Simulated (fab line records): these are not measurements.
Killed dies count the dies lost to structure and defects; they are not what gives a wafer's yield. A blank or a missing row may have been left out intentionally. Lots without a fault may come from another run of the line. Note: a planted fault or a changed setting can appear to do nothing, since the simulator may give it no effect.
What tool caused it? || flow berkeley_cmos170 || 72 wafers from 24 lots sampled at 4 of the route's 331 steps

WHAT THE GAUGES SHOWED, per wafer
UCB170_START_BOW_MEAS_00.
{"lot": "L074", "measured": "day 1 10:02", "on": "film_metro-01", "INCOMING_BOW (um)": "6 -2 0"}
{"lot": "L075", "measured": "day 1 15:01", "on": "film_metro-03", "INCOMING_BOW (um)": "-4 0 1"}
{"lot": "L076", "measured": "day 1 20:00", "on": "film_metro-03", "INCOMING_BOW (um)": "-3 6 2"}
{"lot": "L077", "measured": "day 2 01:16", "on": "film_metro-03", "INCOMING_BOW (um)": "-6 -22 -3"}
{"lot": "L078", "measured": "day 2 06:00", "on": "film_metro-01", "INCOMING_BOW (um)": "-1 -2 0"}
{"lot": "L079", "measured": "day 2 11:00", "on": "film_metro-01", "INCOMING_BOW (um)": "0 1 0"}
{"lot": "L080", "measured": "day 2 16:02", "on": "film_metro-01", "INCOMING_BOW (um)": "-5 0 -2"}
{"lot": "L081", "measured": "day 2 21:00", "on": "film_metro-03", "INCOMING_BOW (um)": "2 -2 2"}
{"lot": "L082", "measured": "day 3 02:01", "on": "film_metro-01", "INCOMING_BOW (um)": "-4 -8 -1"}
{"lot": "L083", "measured": "day 3 07:01", "on": "film_metro-01", "INCOMING_BOW (um)": "-3 6 -4"}
{"lot": "L084", "measured": "day 3 12:00", "on": "film_metro-01", "INCOMING_BOW (um)": "0 -5 -2"}
{"lot": "L085", "measured": "day 3 17:01", "on": "film_metro-02", "INCOMING_BOW (um)": "3 -1 2"}
{"lot": "L086", "measured": "day 3 22:02", "on": "film_metro-01", "INCOMING_BOW (um)": "-9 6 -1"}
{"lot": "L087", "measured": "day 4 03:00", "on": "film_metro-03", "INCOMING_BOW (um)": "0 1 -3"}
{"lot": "L088", "measured": "day 4 08:00", "on": "film_metro-01", "INCOMING_BOW (um)": "6 8 -10"}
{"lot": "L089", "measured": "day 4 13:00", "on": "film_metro-02", "INCOMING_BOW (um)": "-7 0 -3"}
{"lot": "L090", "measured": "day 4 18:00", "on": "film_metro-01", "INCOMING_BOW (um)": "2 3 -1"}
{"lot": "L091", "measured": "day 4 23:00", "on": "film_metro-01", "INCOMING_BOW (um)": "-9 2 5"}
{"lot": "L092", "measured": "day 5 04:00", "on": "film_metro-03", "INCOMING_BOW (um)": "5 8 0"}
{"lot": "L093", "measured": "day 5 09:01", "on": "film_metro-02", "INCOMING_BOW (um)": "4 -9 -5"}
{"lot": "L094", "measured": "day 5 14:02", "on": "film_metro-02", "INCOMING_BOW (um)": "-2 -7 -2"}
{"lot": "L095", "measured": "day 5 19:01", "on": "film_metro-01", "INCOMING_BOW (um)": "-1 -1 4"}
{"lot": "L096", "measured": "day 6 00:02", "on": "film_metro-02", "INCOMING_BOW (um)": "-3 -18 -9"}
{"lot": "L097", "measured": "day 6 05:02", "on": "film_metro-03", "INCOMING_BOW (um)": "12 -2 -2"}

UCB170_ACTIVE_THK_MEAS_03.
{"lot": "L074", "measured": "day 4 00:55", "on": "film_metro-01", "ACTIVE_OXIDE_THK (nm)": "25.7 25.6 25.1"}
{"lot": "L075", "measured": "day 4 06:35", "on": "film_metro-02", "ACTIVE_OXIDE_THK (nm)": "26.5 26.6 26.3"}
{"lot": "L076", "measured": "day 4 06:34", "on": "film_metro-01", "ACTIVE_OXIDE_THK (nm)": "26.9 26.7 26.8"}
{"lot": "L077", "measured": "day 4 15:01", "on": "film_metro-02", "ACTIVE_OXIDE_THK (nm)": "26.0 26.2 25.9"}
{"lot": "L078", "measured": "day 4 20:38", "on": "film_metro-02", "ACTIVE_OXIDE_THK (nm)": "26.2 26.4 26.4"}
{"lot": "L079", "measured": "day 4 20:38", "on": "film_metro-01", "ACTIVE_OXIDE_THK (nm)": "26.2 26.4 26.4"}
{"lot": "L080", "measured": "day 5 03:34", "on": "film_metro-03", "ACTIVE_OXIDE_THK (nm)": "27.0 27.0 26.8"}
{"lot": "L081", "measured": "day 5 03:32", "on": "film_metro-01", "ACTIVE_OXIDE_THK (nm)": "26.2 26.5 26.0"}
{"lot": "L082", "measured": "day 5 20:04", "on": "film_metro-03", "ACTIVE_OXIDE_THK (nm)": "25.3 25.4 25.9"}
{"lot": "L083", "measured": "day 6 03:40", "on": "film_metro-02", "ACTIVE_OXIDE_THK (nm)": "26.9 27.4 26.7"}
{"lot": "L084", "measured": "day 6 03:35", "on": "film_metro-03", "ACTIVE_OXIDE_THK (nm)": "26.5 26.6 26.2"}
{"lot": "L085", "measured": "day 6 03:36", "on": "film_metro-01", "ACTIVE_OXIDE_THK (nm)": "26.9 27.1 27.2"}
{"lot": "L086", "measured": "day 6 03:37", "on": "film_metro-02", "ACTIVE_OXIDE_THK (nm)": "25.8 25.9 26.5"}
{"lot": "L087", "measured": "day 6 16:37", "on": "film_metro-03", "ACTIVE_OXIDE_THK (nm)": "26.4 26.2 26.5"}
{"lot": "L088", "measured": "day 6 22:43", "on": "film_metro-03", "ACTIVE_OXIDE_THK (nm)": "25.6 26.2 26.0"}
{"lot": "L089", "measured": "day 6 22:43", "on": "film_metro-01", "ACTIVE_OXIDE_THK (nm)": "26.6 25.9 26.5"}
{"lot": "L090", "measured": "day 7 07:19", "on": "film_metro-02", "ACTIVE_OXIDE_THK (nm)": "26.0 25.1 25.8"}
{"lot": "L091", "measured": "day 7 07:19", "on": "film_metro-03", "ACTIVE_OXIDE_THK (nm)": "26.3 26.3 25.7"}
{"lot": "L092", "measured": "day 7 13:26", "on": "film_metro-01", "ACTIVE_OXIDE_THK (nm)": "26.0 25.9 25.5"}
{"lot": "L093", "measured": "day 7 17:40", "on": "film_metro-02", "ACTIVE_OXIDE_THK (nm)": "26.1 26.3 26.4"}
{"lot": "L094", "measured": "day 8 05:14", "on": "film_metro-02", "ACTIVE_OXIDE_THK (nm)": "24.9 25.1 25.5"}
{"lot": "L095", "measured": "day 8 05:13", "on": "film_metro-03", "ACTIVE_OXIDE_THK (nm)": "25.8 25.6 25.8"}
{"lot": "L096", "measured": "day 8 05:14", "on": "film_metro-01", "ACTIVE_OXIDE_THK (nm)": "25.5 25.7 25.4"}
{"lot": "L097", "measured": "day 8 17:05", "on": "film_metro-03", "ACTIVE_OXIDE_THK (nm)": "25.3 25.0 25.3"}

UCB170_NVT_OVL_MEAS_06.
{"lot": "L074", "measured": "day 5 14:09", "on": "overlay-02", "NVT_OVL (nm)": "-5 2 -8"}
{"lot": "L075", "measured": "day 5 14:14", "on": "overlay-01", "NVT_OVL (nm)": "-8 -2 -11"}
{"lot": "L076", "measured": "day 5 14:30", "on": "overlay-02", "NVT_OVL (nm)": "-14 3 -8"}
{"lot": "L077", "measured": "day 6 02:48", "on": "overlay-02", "NVT_OVL (nm)": "-8 -3 -5"}
{"lot": "L078", "measured": "day 6 11:37", "on": "overlay-02", "NVT_OVL (nm)": "1 -1 -3"}
{"lot": "L079", "measured": "day 6 11:48", "on": "overlay-01", "NVT_OVL (nm)": "8 0 -1"}
{"lot": "L080", "measured": "day 6 17:34", "on": "overlay-02", "NVT_OVL (nm)": "-4 -7 6"}
{"lot": "L081", "measured": "day 6 17:41", "on": "overlay-01", "NVT_OVL (nm)": "-1 -2 4"}
{"lot": "L082", "measured": "day 7 09:30", "on": "overlay-02", "NVT_OVL (nm)": "-1 -7 -9"}
{"lot": "L083", "measured": "day 7 15:44", "on": "overlay-01", "NVT_OVL (nm)": "4 14 4"}
{"lot": "L084", "measured": "day 7 16:14", "on": "overlay-02", "NVT_OVL (nm)": "-5 3 0"}
{"lot": "L085", "measured": "day 7 16:11", "on": "overlay-01", "NVT_OVL (nm)": "1 -2 9"}
{"lot": "L086", "measured": "day 7 15:55", "on": "overlay-02", "NVT_OVL (nm)": "-4 5 -1"}
{"lot": "L087", "measured": "day 8 10:18", "on": "overlay-02", "NVT_OVL (nm)": "3 0 2"}
{"lot": "L088", "measured": "day 8 15:59", "on": "overlay-01", "NVT_OVL (nm)": "-5 10 -2"}
{"lot": "L089", "measured": "day 8 15:44", "on": "overlay-02", "NVT_OVL (nm)": "2 5 4"}
{"lot": "L090", "measured": "day 8 22:21", "on": "overlay-01", "NVT_OVL (nm)": "-17 -11 4"}
{"lot": "L091", "measured": "day 8 22:20", "on": "overlay-02", "NVT_OVL (nm)": "-10 -10 0"}
{"lot": "L092", "measured": "day 9 04:28", "on": "overlay-02", "NVT_OVL (nm)": "2 -4 -7"}
{"lot": "L093", "measured": "day 9 04:43", "on": "overlay-01", "NVT_OVL (nm)": "4 5 -2"}
{"lot": "L094", "measured": "day 9 20:02", "on": "overlay-02", "NVT_OVL (nm)": "-5 6 -2"}
{"lot": "L095", "measured": "day 9 20:11", "on": "overlay-02", "NVT_OVL (nm)": "-6 0 4"}
{"lot": "L096", "measured": "day 9 20:17", "on": "overlay-01", "NVT_OVL (nm)": "-3 2 -6"}
{"lot": "L097", "measured": "day 10 02:42", "on": "overlay-02", "NVT_OVL (nm)": "-6 -6 -11"}

WHICH TOOL RAN EACH LOT (tool, then ch and the chambers of the sampled wafers, then the start)
{"lot": "L074", "UCB170_NWELL_STRIP_15": "plasma_asher-02 ch 0,1, day 2 08:59"}
{"lot": "L075", "UCB170_NWELL_STRIP_15": "plasma_asher-04 ch 0,1, day 2 16:41"}
{"lot": "L076", "UCB170_NWELL_STRIP_15": "plasma_asher-02 ch 0,1, day 2 16:34"}
{"lot": "L077", "UCB170_NWELL_STRIP_15": "plasma_asher-02 ch 0,1, day 3 00:52"}
{"lot": "L078", "UCB170_NWELL_STRIP_15": "plasma_asher-02 ch 0,1, day 3 06:32"}
{"lot": "L079", "UCB170_NWELL_STRIP_15": "plasma_asher-04 ch 0,1, day 3 06:49"}
{"lot": "L080", "UCB170_NWELL_STRIP_15": "plasma_asher-03 ch 0,1, day 3 13:37"}
{"lot": "L081", "UCB170_NWELL_STRIP_15": "plasma_asher-04 ch 0,1, day 3 13:44"}
{"lot": "L082", "UCB170_NWELL_STRIP_15": "plasma_asher-03 ch 0,1, day 4 04:13"}
{"lot": "L083", "UCB170_NWELL_STRIP_15": "plasma_asher-02 ch 1, day 4 10:09"}
{"lot": "L084", "UCB170_NWELL_STRIP_15": "plasma_asher-03 ch 0,1, day 4 09:54"}
{"lot": "L085", "UCB170_NWELL_STRIP_15": "plasma_asher-02 ch 0,1, day 4 18:57"}
{"lot": "L086", "UCB170_NWELL_STRIP_15": "plasma_asher-04 ch 0,1, day 4 19:16"}
{"lot": "L087", "UCB170_NWELL_STRIP_15": "plasma_asher-04 ch 0,1, day 5 04:02"}
{"lot": "L088", "UCB170_NWELL_STRIP_15": "plasma_asher-02 ch 0,1, day 5 08:35"}
{"lot": "L089", "UCB170_NWELL_STRIP_15": "plasma_asher-04 ch 0,1, day 5 12:13"}
{"lot": "L090", "UCB170_NWELL_STRIP_15": "plasma_asher-02 ch 0,1, day 5 12:19"}
{"lot": "L091", "UCB170_NWELL_STRIP_15": "plasma_asher-03 ch 0,1, day 5 18:16"}
{"lot": "L092", "UCB170_NWELL_STRIP_15": "plasma_asher-03 ch 0,1, day 5 22:50"}
{"lot": "L093", "UCB170_NWELL_STRIP_15": "plasma_asher-04 ch 0,1, day 6 03:49"}
{"lot": "L094", "UCB170_NWELL_STRIP_15": "plasma_asher-04 ch 0,1, day 6 12:23"}
{"lot": "L095", "UCB170_NWELL_STRIP_15": "plasma_asher-02 ch 0,1, day 6 17:31"}
{"lot": "L096", "UCB170_NWELL_STRIP_15": "plasma_asher-03 ch 0,1, day 6 21:24"}
{"lot": "L097", "UCB170_NWELL_STRIP_15": "plasma_asher-02 ch 0,1, day 7 03:20"}
- UCB170_NWELL_STRIP_15: strips in O2.

AS READ BY THE TOOLS THEMSELVES (means over the sampled wafers that have a number; for cases with no such wafer, the mark the record gives instead)
UCB170_NWELL_STRIP_15.
{"lot": "L074", "tool": "plasma_asher-02", "drypump_motor_current_A (A)": 5.68, "oes_product_au (a.u.)": 0.725, "strip_time_to_endpoint_s (s)": 18.01}
{"lot": "L075", "tool": "plasma_asher-04", "drypump_motor_current_A (A)": 5.80, "oes_product_au (a.u.)": 0.725, "strip_time_to_endpoint_s (s)": 18.02}
{"lot": "L076", "tool": "plasma_asher-02", "drypump_motor_current_A (A)": 5.74, "oes_product_au (a.u.)": 0.723, "strip_time_to_endpoint_s (s)": 18.05}
{"lot": "L077", "tool": "plasma_asher-02", "drypump_motor_current_A (A)": 5.74, "oes_product_au (a.u.)": 0.718, "strip_time_to_endpoint_s (s)": 18.21}
{"lot": "L078", "tool": "plasma_asher-02", "drypump_motor_current_A (A)": 5.73, "oes_product_au (a.u.)": 0.722, "strip_time_to_endpoint_s (s)": 18.14}
{"lot": "L079", "tool": "plasma_asher-04", "drypump_motor_current_A (A)": 5.79, "oes_product_au (a.u.)": 0.718, "strip_time_to_endpoint_s (s)": 18.12}
{"lot": "L080", "tool": "plasma_asher-03", "drypump_motor_current_A (A)": 5.59, "oes_product_au (a.u.)": 0.723, "strip_time_to_endpoint_s (s)": 18.10}
{"lot": "L081", "tool": "plasma_asher-04", "drypump_motor_current_A (A)": 5.84, "oes_product_au (a.u.)": 0.720, "strip_time_to_endpoint_s (s)": 18.08}
{"lot": "L082", "tool": "plasma_asher-03", "drypump_motor_current_A (A)": 5.72, "oes_product_au (a.u.)": 0.719, "strip_time_to_endpoint_s (s)": 18.14}
{"lot": "L083", "tool": "plasma_asher-02", "drypump_motor_current_A (A)": 5.79, "oes_product_au (a.u.)": 0.719, "strip_time_to_endpoint_s (s)": 18.11}
{"lot": "L084", "tool": "plasma_asher-03", "drypump_motor_current_A (A)": 5.58, "oes_product_au (a.u.)": 0.719, "strip_time_to_endpoint_s (s)": 18.10}
{"lot": "L085", "tool": "plasma_asher-02", "drypump_motor_current_A (A)": 5.72, "oes_product_au (a.u.)": 0.716, "strip_time_to_endpoint_s (s)": 17.99}
{"lot": "L086", "tool": "plasma_asher-04", "drypump_motor_current_A (A)": 5.84, "oes_product_au (a.u.)": 0.717, "strip_time_to_endpoint_s (s)": 18.05}
{"lot": "L087", "tool": "plasma_asher-04", "drypump_motor_current_A (A)": 5.83, "oes_product_au (a.u.)": 0.720, "strip_time_to_endpoint_s (s)": 18.14}
{"lot": "L088", "tool": "plasma_asher-02", "drypump_motor_current_A (A)": 5.70, "oes_product_au (a.u.)": 0.725, "strip_time_to_endpoint_s (s)": 18.05}
{"lot": "L089", "tool": "plasma_asher-04", "drypump_motor_current_A (A)": 5.87, "oes_product_au (a.u.)": 0.721, "strip_time_to_endpoint_s (s)": 18.14}
{"lot": "L090", "tool": "plasma_asher-02", "drypump_motor_current_A (A)": 5.69, "oes_product_au (a.u.)": 0.720, "strip_time_to_endpoint_s (s)": 18.15}
{"lot": "L091", "tool": "plasma_asher-03", "drypump_motor_current_A (A)": 5.59, "oes_product_au (a.u.)": 0.715, "strip_time_to_endpoint_s (s)": 17.98}
{"lot": "L092", "tool": "plasma_asher-03", "drypump_motor_current_A (A)": 5.72, "oes_product_au (a.u.)": 0.723, "strip_time_to_endpoint_s (s)": 18.10}
{"lot": "L093", "tool": "plasma_asher-04", "drypump_motor_current_A (A)": 5.88, "oes_product_au (a.u.)": 0.718, "strip_time_to_endpoint_s (s)": 18.05}
{"lot": "L094", "tool": "plasma_asher-04", "drypump_motor_current_A (A)": 5.83, "oes_product_au (a.u.)": 0.720, "strip_time_to_endpoint_s (s)": 18.13}
{"lot": "L095", "tool": "plasma_asher-02", "drypump_motor_current_A (A)": 5.73, "oes_product_au (a.u.)": 0.719, "strip_time_to_endpoint_s (s)": 18.07}
{"lot": "L096", "tool": "plasma_asher-03", "drypump_motor_current_A (A)": 5.59, "oes_product_au (a.u.)": 0.720, "strip_time_to_endpoint_s (s)": 18.05}
{"lot": "L097", "tool": "plasma_asher-02", "drypump_motor_current_A (A)": 5.75, "oes_product_au (a.u.)": 0.721, "strip_time_to_endpoint_s (s)": 18.06}

THE ANSWER, worked out from the rows above alone
Rule: what is usual is taken from the lots themselves. Put in order of their means at a reading, lots are off if they are a third of the lots or fewer, leave a main group of 4 or more, and stand apart from it by a gap of 3 or more times the standard deviation of the main group's means; of several such gaps the widest counts. A main group is skipped when, at the precision printed for the reading in the tables above, its means are all equal. Also off: a lot with no number at a reading for which 4 or more lots have one. The other lots that the step has rows for count as sound. First the gauges in route order, then the tools' own readings, where a lot's mean is used as printed above. At the first step where some lot is off, the reading lying furthest off is the one used; lots without a number count as furthest.
None of the lots is off at any reading shown; this tells nothing.

WHAT WAS PUT IN BY THE SIMULATOR
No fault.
